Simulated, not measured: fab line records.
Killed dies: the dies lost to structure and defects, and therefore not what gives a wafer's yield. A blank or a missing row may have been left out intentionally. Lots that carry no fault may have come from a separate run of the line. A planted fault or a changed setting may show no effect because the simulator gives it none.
fab line records	flow rit_cmos
record lots=6	wafers=18	last_day=7
route steps=202 shown REOX@99 NLDD@103 PLDD@115 SPACER@125 NSD@131 M1@202
lots untouched by any fault: they come from a run of this same line in which no faults occurred
start_h: hours from the record's opening day to when the first of the lot's shown wafers began	wait_h: hours from the lot's prior step to this one	" as in the row above	L1.1+2: a single row standing in for several wafers	- no value, or no start given	* or withheld: withheld	< > ~ a bound
route shown NAME@n: names a module that has steps shown in the file, with the first one's number in the route	usual: the fault-free wafers' mean and standard deviation	same: alike in all rows	chamber/n: place in a boat	sites: readings site by site	_std_site: the values' standard deviation	_edge_site: inner sites' mean taken away from outer sites' mean	radius_mm: for every site, how far away it sits from the centre of the wafer	mask NAME#n: copy n	behind: the last tool/chamber to shape the wafer	hold: the reason the lot was held/the length of the hold in hours/how it ended	device: the n, p or np transistor that did not switch	end of line: the tests these same wafers got at the end of their route	step lacking rows: just its recipe	killed: dies that structure and defects cost at the first sort, which is not the same as the wafer's yield	map: a wafer's dies, x killed, . not, _ none there
set.NAME: setting as actually run; set.NAME@STEP: the setting as run at that earlier step	model.NAME: the simulator's own value behind a step, which no gauge read
lots at selected steps of the route; one table per step, one row per wafer
services: a tool's chamber out of use, with start hour (start_h, from the record's first day; less than 0 if before it), hours out, and reason
## steps
# step RIT_REOX_CLEAN_01
# recipe chemistry=dHF	dilution=50:1	time_s=30
# step RIT_REOX_CLEAN_02
# recipe chemistry=SC2	mix=3:3:50	time_s=600	temp_c=75	dry=n2_spin
# step RIT_REOX_OXIDATION_03
# recipe temp_c=900	ambient=O2	target_thk_a=252	ox_time_s=5580
# step RIT_REOX_THK_MEAS_04
# recipe reads=SiO2_of_REOX_OXIDATION_03
# usual REOX_OXIDE_THK=25.3/0.49
lot.wafer	tool	chamber	start_h	wait_h	REOX_OXIDE_THK[nm]
L892.4	film_metro-03	-	50.79	0.0	26.1
L892.5	"	-	"	"	25.9
L892.6	"	-	"	"	26.1
L897.1	film_metro-03	-	71.24	0.0	25.1
L897.4	"	-	"	"	25.2
L897.5	"	-	"	"	24.9
L908.1	film_metro-03	-	124.77	0.0	25.5
L908.2	"	-	"	"	25.4
L908.4	"	-	"	"	25.8
L910.4	film_metro-02	-	135.71	0.0	25.5
L910.5	"	-	"	"	26.1
L910.6	"	-	"	"	25.9
L912.2	film_metro-03	-	145.88	0.0	24.6
L912.5	"	-	"	"	24.4
L912.6	"	-	"	"	24.6
L914.3	film_metro-02	-	155.64	0.0	25.9
L914.5	"	-	"	"	25.8
L914.6	"	-	"	"	26.0
# step RIT_NLDD_HMDS_00
# recipe prime_time_s=60	prime_temp_c=140
# step RIT_NLDD_COAT_01
# recipe resist=NOVOLAK	spin_rpm=3250	resist_thk_nm=1000
# step RIT_NLDD_SOFTBAKE_02
# recipe resist=NOVOLAK	temp_c=90	time_s=60
# step RIT_NLDD_EXPOSE_03
# recipe mask_id=M7	na=0.57	target_cd_nm=40700	dose_mj=250
# step RIT_NLDD_PEB_04
# recipe resist=NOVOLAK	temp_c=withheld	time_s=withheld
# step RIT_NLDD_DEVELOP_05
# recipe resist=NOVOLAK	develop_time_s=50	dev_temp_c=23
# step RIT_NLDD_OVL_MEAS_06
# usual NLDD_OVL=-1.1/1.2
lot.wafer	tool	chamber	start_h	wait_h	NLDD_OVL[nm]
L892.4	overlay-01	-	51.68	-	-1.0
L892.5	"	-	"	"	-1.6
L892.6	"	-	"	"	-0.3
L897.1	overlay-02	-	72.27	-	-2.1
L897.4	"	-	"	"	-1.8
L897.5	"	-	"	"	-0.2
L908.1	overlay-01	-	125.68	-	-1.0
L908.2	"	-	"	"	-1.3
L908.4	"	-	"	"	-0.2
L910.4	overlay-02	-	136.61	-	-1.9
L910.5	"	-	"	"	-2.5
L910.6	"	-	"	"	-1.5
L912.2	overlay-02	-	147.10	-	-0.7
L912.5	"	-	"	"	-0.5
L912.6	"	-	"	"	1.5
L914.3	overlay-01	-	156.67	-	-2.7
L914.5	"	-	"	"	-0.4
L914.6	"	-	"	"	-2.5
# step RIT_NLDD_HARDBAKE_07
# recipe resist=NOVOLAK	temp_c=140	time_s=60
# step RIT_NLDD_IMPLANT_08
# recipe species=P	energy_kev=20	dose_cm2=5e+14	tilt_deg=7
# usual beam_on_s=9.98/0.21	faraday_current_uA=1575/33
lot.wafer	tool	chamber	start_h	wait_h	beam_on_s	faraday_current_uA
L892.4	implanter-01	0	51.93	0.1	10.17	1550
L892.5	"	0	"	"	9.95	1585
L892.6	"	0	"	"	10.17	1551
L897.1	implanter-02	0	72.46	0.1	10.12	1552
L897.4	"	0	"	"	10.04	1565
L897.5	"	0	"	"	9.70	1618
L908.1	implanter-02	0	125.86	0.1	14.24	1104
L908.2	"	0	"	"	14.35	1099
L908.4	"	0	"	"	14.20	1114
L910.4	implanter-02	0	136.85	0.1	14.67	1071
L910.5	"	0	"	"	14.64	1083
L910.6	"	0	"	"	13.99	1126
L912.2	implanter-03	0	147.31	0.1	10.08	1553
L912.5	"	0	"	"	10.03	1564
L912.6	"	0	"	"	9.97	1580
L914.3	implanter-03	0	156.89	0.1	9.72	1621
L914.5	"	0	"	"	10.19	1533
L914.6	"	0	"	"	10.11	1545
# step RIT_NLDD_STRIP_09
# recipe chemistry=O2	time_s=180	resist=NOVOLAK	platen_temp_c=withheld	power_w=500	pressure_mtorr=4000	o2_flow_sccm=4000
# usual drypump_motor_current_A=6.1/0.33	o2_flow_sccm=4001/12
lot.wafer	tool	chamber	start_h	wait_h	drypump_motor_current_A	o2_flow_sccm	rf_hours_counter_h
L892.4	plasma_asher-02	1	52.06	0.1	6.3	3982	-
L892.5	"	0	"	"	6.4	3992	-
L892.6	"	1	"	"	6.4	4013	-
L897.1	plasma_asher-03	0	72.61	0.1	5.7	4021	28
L897.4	"	0	"	"	5.7	4010	-
L897.5	"	1	"	"	5.6	4009	-
L908.1	plasma_asher-02	0	126.01	0.1	6.4	3974	47
L908.2	"	1	"	"	6.3	3983	47
L908.4	"	1	"	"	6.3	3998	-
L910.4	plasma_asher-03	1	136.98	0.1	5.7	3995	-
L910.5	"	0	"	"	5.7	3998	-
L910.6	"	1	"	"	5.7	4012	-
L912.2	plasma_asher-03	1	147.43	0.1	5.6	4001	38
L912.5	"	1	"	"	5.6	3993	-
L912.6	"	0	"	"	5.7	4014	-
L914.3	plasma_asher-02	0	157.05	0.1	6.4	4004	-
L914.5	"	1	"	"	6.3	3990	-
L914.6	"	0	"	"	6.4	4004	-
# step RIT_NLDD_TW_MEAS_10
# usual NLDD_TW=2488/21
lot.wafer	tool	chamber	start_h	wait_h	hold	NLDD_TW
L892.4	film_metro-02	-	52.21	0.1	-	2504
L892.5	"	-	"	"	-	2498
L892.6	"	-	"	"	-	2506
L897.1	film_metro-03	-	72.78	0.1	-	2511
L897.4	"	-	"	"	-	2497
L897.5	"	-	"	"	-	2513
L908.1	film_metro-03	-	126.19	0.1	await_dispo/0.2h/release	2733
L908.2	"	-	"	"	await_dispo/0.2h/release	2730
L908.4	"	-	"	"	await_dispo/0.2h/release	2726
L908.1	film_metro-03	-	126.41	0.2	-	2728
L908.2	"	-	"	"	-	2727
L908.4	"	-	"	"	-	2728
L910.4	film_metro-02	-	137.13	0.1	await_dispo/0.2h/release	2774
L910.5	"	-	"	"	await_dispo/0.2h/release	2760
L910.6	"	-	"	"	await_dispo/0.2h/release	2758
L910.4	film_metro-02	-	137.36	0.2	-	2760
L910.5	"	-	"	"	-	2757
L910.6	"	-	"	"	-	2767
L912.2	film_metro-01	-	147.62	0.1	-	2464
L912.5	"	-	"	"	-	2482
L912.6	"	-	"	"	-	2483
L914.3	film_metro-01	-	157.19	0.1	-	2457
L914.5	"	-	"	"	-	2449
L914.6	"	-	"	"	-	2462
# step RIT_PLDD_COAT_01
# recipe resist=NOVOLAK	spin_rpm=3250	resist_thk_nm=1000
# step RIT_PLDD_SOFTBAKE_02
# recipe resist=NOVOLAK	temp_c=90	time_s=60
# step RIT_PLDD_EXPOSE_03
# recipe mask_id=M8	na=0.57	target_cd_nm=40900	dose_mj=250
# step RIT_PLDD_PEB_04
# recipe resist=NOVOLAK	temp_c=withheld	time_s=withheld
# step RIT_PLDD_DEVELOP_05
# recipe resist=NOVOLAK	develop_time_s=50	dev_temp_c=23
# step RIT_PLDD_OVL_MEAS_06
# usual PLDD_OVL=0.0/1.4
lot.wafer	tool	chamber	start_h	wait_h	PLDD_OVL[nm]
L892.4	overlay-01	-	53.10	-	-0.3
L892.5	"	-	"	"	0.5
L892.6	"	-	"	"	0.6
L897.1	overlay-01	-	73.69	-	0.2
L897.4	"	-	"	"	-1.8
L897.5	"	-	"	"	-1.0
L908.1	overlay-01	-	129.96	-	1.2
L908.2	"	-	"	"	-0.6
L908.4	"	-	"	"	2.5
L910.4	overlay-01	-	140.07	-	1.0
L910.5	"	-	"	"	-1.0
L910.6	"	-	"	"	0.0
L912.2	overlay-02	-	148.65	-	0.1
L912.5	"	-	"	"	0.6
L912.6	"	-	"	"	-1.1
L914.3	overlay-02	-	158.09	-	3.1
L914.5	"	-	"	"	1.3
L914.6	"	-	"	"	0.5
# step RIT_PLDD_HARDBAKE_07
# recipe resist=NOVOLAK	temp_c=140	time_s=60
# step RIT_PLDD_IMPLANT_08
# recipe species=BF2	energy_kev=20	dose_cm2=9e+14	tilt_deg=7
# step RIT_PLDD_STRIP_09
# recipe chemistry=O2	time_s=180	resist=NOVOLAK	platen_temp_c=withheld	power_w=500	pressure_mtorr=4000	o2_flow_sccm=4000
# usual drypump_motor_current_A=6.2/0.39	o2_flow_sccm=4003/12
lot.wafer	tool	chamber	start_h	wait_h	drypump_motor_current_A	o2_flow_sccm	rf_hours_counter_h
L892.4	plasma_asher-01	0	53.48	0.1	5.4	3987	-
L892.5	"	0	"	"	5.4	4007	-
L892.6	"	1	"	"	5.5	4004	-
L897.1	plasma_asher-01	0	74.03	0.1	5.4	4024	44
L897.4	"	0	"	"	5.4	4021	-
L897.5	"	0	"	"	5.4	4022	-
L908.1	plasma_asher-04	0	130.37	0.1	6.6	4031	1
L908.2	"	1	"	"	6.2	4006	1
L908.4	"	1	"	"	6.2	4009	-
L910.4	plasma_asher-04	0	140.51	0.1	6.5	4000	-
L910.5	"	0	"	"	6.5	4010	-
L910.6	"	1	"	"	6.2	3981	-
L912.2	plasma_asher-04	0	148.98	0.1	6.5	4003	4
L912.5	"	1	"	"	6.1	3995	-
L912.6	"	0	"	"	6.5	4007	-
L914.3	plasma_asher-02	0	158.47	0.1	6.4	4006	-
L914.5	"	0	"	"	6.4	4000	-
L914.6	"	1	"	"	6.3	4001	-
# step RIT_PLDD_TW_MEAS_10
# usual PLDD_TW=2345/21
lot.wafer	tool	chamber	start_h	wait_h	PLDD_TW
L892.4	film_metro-02	-	53.63	0.1	2363
L892.5	"	-	"	"	2353
L892.6	"	-	"	"	2343
L897.1	film_metro-03	-	74.20	0.1	2364
L897.4	"	-	"	"	2366
L897.5	"	-	"	"	2353
L908.1	film_metro-01	-	130.54	0.1	2333
L908.2	"	-	"	"	2346
L908.4	"	-	"	"	2342
L910.4	film_metro-02	-	140.65	0.1	2365
L910.5	"	-	"	"	2385
L910.6	"	-	"	"	2372
L912.2	film_metro-02	-	149.16	0.1	2367
L912.5	"	-	"	"	2373
L912.6	"	-	"	"	2374
L914.3	film_metro-01	-	158.61	0.1	2325
L914.5	"	-	"	"	2338
L914.6	"	-	"	"	2322
# step RIT_SPACER_CLEAN_00
# recipe chemistry=SC1	mix=3:3:50	time_s=600	temp_c=75
# step RIT_SPACER_CLEAN_01
# recipe chemistry=dHF	dilution=50:1	time_s=30
# step RIT_SPACER_CLEAN_02
# recipe chemistry=SC2	mix=3:3:50	time_s=600	temp_c=75	dry=n2_spin
# step RIT_SPACER_CVD_03
# recipe material=Si3N4	target_thk_nm=250	temp_c=810	precursor=SiH2Cl2/NH3	time_s=3300	pressure_mtorr=300	sih2cl2_flow_sccm=60	nh3_flow_sccm=150
# step RIT_SPACER_THK_MEAS_04
# recipe reads=Si3N4_of_SPACER_CVD_03
# usual SPACER_NITRIDE_THK=249.5/2.1
lot.wafer	tool	chamber	start_h	wait_h	SPACER_NITRIDE_THK[nm]
L892.4	film_metro-04	-	55.97	0.0	249.7
L892.5	"	-	"	"	250.4
L892.6	"	-	"	"	251.4
L897.1	film_metro-04	-	76.55	0.0	247.3
L897.4	"	-	"	"	248.4
L897.5	"	-	"	"	247.7
L908.1	film_metro-01	-	132.92	0.0	245.9
L908.2	"	-	"	"	244.5
L908.4	"	-	"	"	246.5
L910.4	film_metro-01	-	143.12	0.1	248.5
L910.5	"	-	"	"	246.3
L910.6	"	-	"	"	247.7
L912.2	film_metro-04	-	151.51	0.0	251.6
L912.5	"	-	"	"	249.3
L912.6	"	-	"	"	250.4
L914.3	film_metro-02	-	161.30	0.0	251.6
L914.5	"	-	"	"	252.9
L914.6	"	-	"	"	251.1
# step RIT_SPACER_ETCHBACK_05
# recipe target_depth_a=2500	SF6_flow_sccm=30	CHF3_flow_sccm=30	target=Si3N4	chemistry=SF6/CHF3	pressure_mtorr=40	rf_w=250	time_s=240	stop_on=SiO2
# usual SF6_flow_sccm=29.99/0.084	drypump_motor_current_A=5.6/0.46	oes_product_au=0.845/0.013	throttle_valve_pct=10.37/0.16
lot.wafer	tool	chamber	start_h	wait_h	SF6_flow_sccm	drypump_motor_current_A	oes_product_au	rf_hours_counter_h	throttle_valve_pct
L892.4	rie_diel-02	0	56.00	0.0	29.90	5.4	0.865	2	10.45
L892.5	"	2	"	"	29.92	6.2	0.841	-	10.19
L892.6	"	3	"	"	30.15	5.3	0.848	-	10.48
L897.1	rie_diel-02	2	76.61	0.1	30.01	6.2	0.823	38	10.20
L897.4	"	3	"	"	30.10	5.4	0.842	15	10.47
L897.5	"	0	"	"	29.90	5.4	0.853	-	10.45
L908.1	rie_diel-02	3	132.98	0.1	30.04	5.4	0.842	16	10.45
L908.2	"	2	"	"	29.99	6.2	0.819	39	10.20
L908.4	"	2	"	"	30.07	6.2	0.832	-	10.20
L910.4	rie_diel-04	1	143.23	0.1	30.04	6.0	0.818	-	10.53
L910.5	"	3	"	"	30.01	5.8	0.856	-	10.43
L910.6	"	2	"	"	30.00	5.1	0.856	-	10.40
L912.2	rie_diel-01	1	151.56	0.0	29.87	5.7	0.838	92	10.17
L912.5	"	0	"	"	29.98	6.0	0.841	-	10.16
L912.6	"	3	"	"	29.95	5.2	0.846	-	10.53
L914.3	rie_diel-04	1	161.34	0.0	29.92	6.0	0.835	93	10.54
L914.5	"	2	"	"	30.03	5.1	0.877	-	10.39
L914.6	"	3	"	"	30.10	5.8	0.855	-	10.44
# step RIT_NSD_HMDS_00
# recipe prime_time_s=60	prime_temp_c=140
# step RIT_NSD_COAT_01
# recipe resist=NOVOLAK	spin_rpm=3250	resist_thk_nm=1000
# step RIT_NSD_SOFTBAKE_02
# recipe resist=NOVOLAK	temp_c=90	time_s=60
# step RIT_NSD_EXPOSE_03
# recipe mask_id=M9	na=0.57	target_cd_nm=40700	dose_mj=250
# step RIT_NSD_PEB_04
# recipe resist=NOVOLAK	temp_c=withheld	time_s=withheld
# step RIT_NSD_DEVELOP_05
# recipe resist=NOVOLAK	develop_time_s=50	dev_temp_c=23
# step RIT_NSD_OVL_MEAS_06
# usual NSD_OVL=-0.7/1.3
lot.wafer	tool	chamber	start_h	wait_h	NSD_OVL[nm]
L892.4	overlay-02	-	57.23	-	-1.5
L892.5	"	-	"	"	-1.3
L892.6	"	-	"	"	-0.6
L897.1	overlay-01	-	77.73	-	-0.5
L897.4	"	-	"	"	-1.3
L897.5	"	-	"	"	-1.5
L908.1	overlay-01	-	133.98	-	0.8
L908.2	"	-	"	"	-1.2
L908.4	"	-	"	"	-1.1
L910.4	overlay-01	-	144.49	-	0.3
L910.5	"	-	"	"	-0.1
L910.6	"	-	"	"	1.4
L912.2	overlay-02	-	152.56	-	-2.2
L912.5	"	-	"	"	-2.3
L912.6	"	-	"	"	0.0
L914.3	overlay-01	-	162.36	-	-0.1
L914.5	"	-	"	"	-0.1
L914.6	"	-	"	"	-1.3
# step RIT_NSD_HARDBAKE_07
# recipe resist=NOVOLAK	temp_c=140	time_s=60
# step RIT_NSD_IMPLANT_08
# recipe species=P	energy_kev=25	dose_cm2=1e+15	tilt_deg=7
# step RIT_NSD_STRIP_09
# recipe chemistry=O2	time_s=180	resist=NOVOLAK	platen_temp_c=withheld	power_w=500	pressure_mtorr=4000	o2_flow_sccm=4000
# usual drypump_motor_current_A=5.8/0.31	o2_flow_sccm=3997/10
lot.wafer	tool	chamber	start_h	wait_h	drypump_motor_current_A	o2_flow_sccm	rf_hours_counter_h
L892.4	plasma_asher-01	1	57.61	0.1	5.5	3998	-
L892.5	"	1	"	"	5.5	4004	-
L892.6	"	0	"	"	5.4	4009	-
L897.1	plasma_asher-02	0	78.07	0.1	6.4	3979	41
L897.4	"	0	"	"	6.4	3995	-
L897.5	"	0	"	"	6.4	3988	-
L908.1	plasma_asher-03	1	134.32	0.1	5.7	3982	35
L908.2	"	0	"	"	5.7	3986	35
L908.4	"	0	"	"	5.7	3983	-
L910.4	plasma_asher-01	0	145.08	0.3	5.5	3993	-
L910.5	"	1	"	"	5.5	4001	-
L910.6	"	0	"	"	5.4	3970	-
L912.2	plasma_asher-03	0	152.89	0.1	5.7	4008	38
L912.5	"	0	"	"	5.7	3992	-
L912.6	"	1	"	"	5.7	4009	-
L914.3	plasma_asher-01	1	162.74	0.1	5.5	4000	-
L914.5	"	1	"	"	5.5	3997	-
L914.6	"	0	"	"	5.4	3997	-
# step RIT_SDANNEAL_RS_MEAS_07
# recipe thk_meas_gauge=four-point-probe
# usual NLDD_RS=151.4/0.56
lot.wafer	tool	chamber	start_h	wait_h	hold	NLDD_RS[ohm/sq]
L892.4	film_metro-02	-	60.05	0.1	-	151.1
L892.5	"	-	"	"	-	150.8
L892.6	"	-	"	"	-	150.9
L897.1	film_metro-02	-	80.65	0.1	-	151.4
L897.4	"	-	"	"	-	151.2
L897.5	"	-	"	"	-	151.5
L908.1	film_metro-02	-	137.03	0.2	await_dispo/0.2h/release	113.4
L908.2	"	-	"	"	await_dispo/0.2h/release	113.7
L908.4	"	-	"	"	await_dispo/0.2h/release	113.2
L908.1	film_metro-02	-	137.31	0.3	-	113.4
L908.2	"	-	"	"	-	113.6
L908.4	"	-	"	"	-	113.0
L910.4	film_metro-02	-	147.73	0.1	await_dispo/0.2h/release	113.2
L910.5	"	-	"	"	await_dispo/0.2h/release	113.3
L910.6	"	-	"	"	await_dispo/0.2h/release	113.6
L910.4	film_metro-02	-	148.02	0.3	-	113.2
L910.5	"	-	"	"	-	113.6
L910.6	"	-	"	"	-	113.2
L912.2	film_metro-03	-	155.41	0.1	-	150.8
L912.5	"	-	"	"	-	150.8
L912.6	"	-	"	"	-	150.5
L914.3	film_metro-02	-	165.18	0.1	-	152.2
L914.5	"	-	"	"	-	151.8
L914.6	"	-	"	"	-	151.6
# step RIT_M1_PROBE_99
# usual defect_limited_yield=97.5/1.2	killed_at_contacts=0.0/0.22	killed_at_front_end=7/3.2	killed_dies=7/3.2	killed_open=3.2/2.1	killed_short=3.5/2.2	sort_bin_3_pad_short=0.1/0.24	sort_bin_5_function=1.5/0.83	sort_bin_6_memory=1.0/0.65	sort_n_pass=257/3.2	sort_yield_pct=97.5/1.2
# same gross_dies=264	killed_at_M0_to_M3=0	killed_at_M4_up=0	killed_at_back_side=0	killed_at_other=0
lot.wafer	tool	chamber	start_h	wait_h	defect_limited_yield[%]	killed_at_contacts	killed_at_front_end	killed_dies	killed_open	killed_short	sort_bin_3_pad_short[%]	sort_bin_5_function[%]	sort_bin_6_memory[%]	sort_n_pass	sort_yield_pct[%]
L892.4	prober-01	-	68.82	0.2	96.6	0	9	9	4	5	0.4	1.9	1.1	255	96.6
L892.5	prober-01	-	68.87	0.2	98.1	1	4	5	1	3	0.4	0.8	0.8	259	98.1
L892.6	prober-01	-	68.92	0.2	94.7	0	14	14	4	10	0	3.0	2.3	250	94.7
L897.1	prober-02	-	87.69	0.1	99.2	0	2	2	2	0	0	0	0.8	262	99.2
L897.4	prober-02	-	87.84	0.2	98.9	0	3	3	2	1	0	0.8	0.4	261	98.9
L897.5	prober-02	-	87.89	0.2	98.9	0	3	3	3	0	0	0.8	0.4	261	98.9
L912.2	prober-01	-	162.45	0.1	97.7	1	5	6	3	3	0	1.5	0.8	258	97.7
L912.5	prober-01	-	162.60	0.2	98.1	0	5	5	1	4	0	1.9	0	259	98.1
L912.6	prober-01	-	162.65	0.2	97.7	0	6	6	3	3	0	1.5	0.8	258	97.7
L914.3	prober-01	-	173.70	0.2	97.0	0	8	8	5	3	0	2.7	0.4	256	97.0
L914.5	prober-01	-	173.80	0.2	99.2	0	2	2	0	2	0	0.4	0.4	262	99.2
L914.6	prober-01	-	173.85	0.2	98.5	0	4	4	1	3	0	0.8	0.8	260	98.5
# killed by level:class
L892.4 FOX2:geometric_particle:open=2 GATE:geometric_particle:short=2 SILICIDE:geometric_particle:short=2 FOX2:geometric_particle:short=1 GATE:geometric_particle:open=1 REOX:geometric_particle:open=1
L892.5 GATE:geometric_particle:short=2 GATE:geometric_particle:open=1 CONTACT:geometric_particle:short=1 NRETRO:coat_microbubble_printed=1
L892.6 GATE:geometric_particle:short=6 GATE:geometric_particle:open=2 SPACER:geometric_particle:short=2 FOX1:geometric_particle:short=1 FOX2:geometric_particle:short=1 REOX:geometric_particle:open=1 SPACER:geometric_particle:open=1
L897.1 GATE:geometric_particle:open=1 SILICIDE:geometric_particle:open=1
L897.4 GATE:geometric_particle:open=2 GATE:geometric_particle:short=1
L897.5 GATE:geometric_particle:open=2 FOX1:geometric_particle:open=1
L912.2 FOX1:geometric_particle:short=1 FOX2:geometric_particle:short=1 GATE:geometric_particle:open=1 SPACER:geometric_particle:short=1 SILICIDE:geometric_particle:open=1 CONTACT:geometric_particle:open=1
L912.5 SILICIDE:geometric_particle:short=2 FOX2:geometric_particle:short=1 GATE:geometric_particle:short=1 SILICIDE:geometric_particle:open=1
L912.6 GATE:geometric_particle:open=3 SPACER:geometric_particle:short=3
L914.3 GATE:geometric_particle:short=2 REOX:geometric_particle:open=2 SPACER:geometric_particle:open=2 GATE:geometric_particle:open=1 SILICIDE:geometric_particle:short=1
L914.5 GATE:geometric_particle:short=2
L914.6 GATE:geometric_particle:short=2 GATE:geometric_particle:open=1 REOX:geometric_particle:short=1
## services
tool	chamber	start_h	hours	kind
rie_diel-02	2	45.77	2.4	repair
implanter-01	-	83.52	4.2	pm
rie_diel-02	3	103.63	6.0	repair
plasma_asher-01	-	106.44	15.6	pm
plasma_asher-04	-	108.75	9.0	pm
plasma_asher-04	0	108.75	9.0	vent_cycle
plasma_asher-04	1	108.75	9.0	vent_cycle
rie_diel-04	-	112.47	14.6	pm
plasma_asher-04	0	117.75	-	clean
plasma_asher-04	1	117.75	-	clean
rie_diel-04	0	131.56	10.0	repair
plasma_asher-01	-	131.99	10.1	repair
rie_diel-01	2	142.09	3.5	repair
## key
first_sign step=RIT_NLDD_IMPLANT_08	reading=beam_on_s	direction=up	sigmas=21	usual=9.98	struck=14.35
effect step=RIT_NLDD_IMPLANT_08	reading=faraday_current_uA	direction=down	sigmas=14	usual=1575	struck=1099
effect step=RIT_NLDD_TW_MEAS_10	reading=visit	direction=added
effect step=RIT_NLDD_TW_MEAS_10	reading=NLDD_TW	direction=up	sigmas=13	usual=2488	struck=2747
effect step=RIT_SDANNEAL_RS_MEAS_07	reading=NLDD_RS	direction=down	sigmas=68	usual=151.4	struck=113.4
met_at RIT_NLDD_IMPLANT_08
struck_wafers L908.1,L908.2,L908.4,L910.4,L910.5,L910.6
scrapped_behind RIT_SDANNEAL_RS_MEAS_07 L908.1,L908.2,L908.4,L910.4,L910.5,L910.6
onset_between 72.46 125.86
fault kind=process_parameter_drift	tool=implanter-02	chamber=-	onset_h=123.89	steps=RIT_NLDD_IMPLANT_08	channel=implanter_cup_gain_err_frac	offset=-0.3	shape=step	end_h=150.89
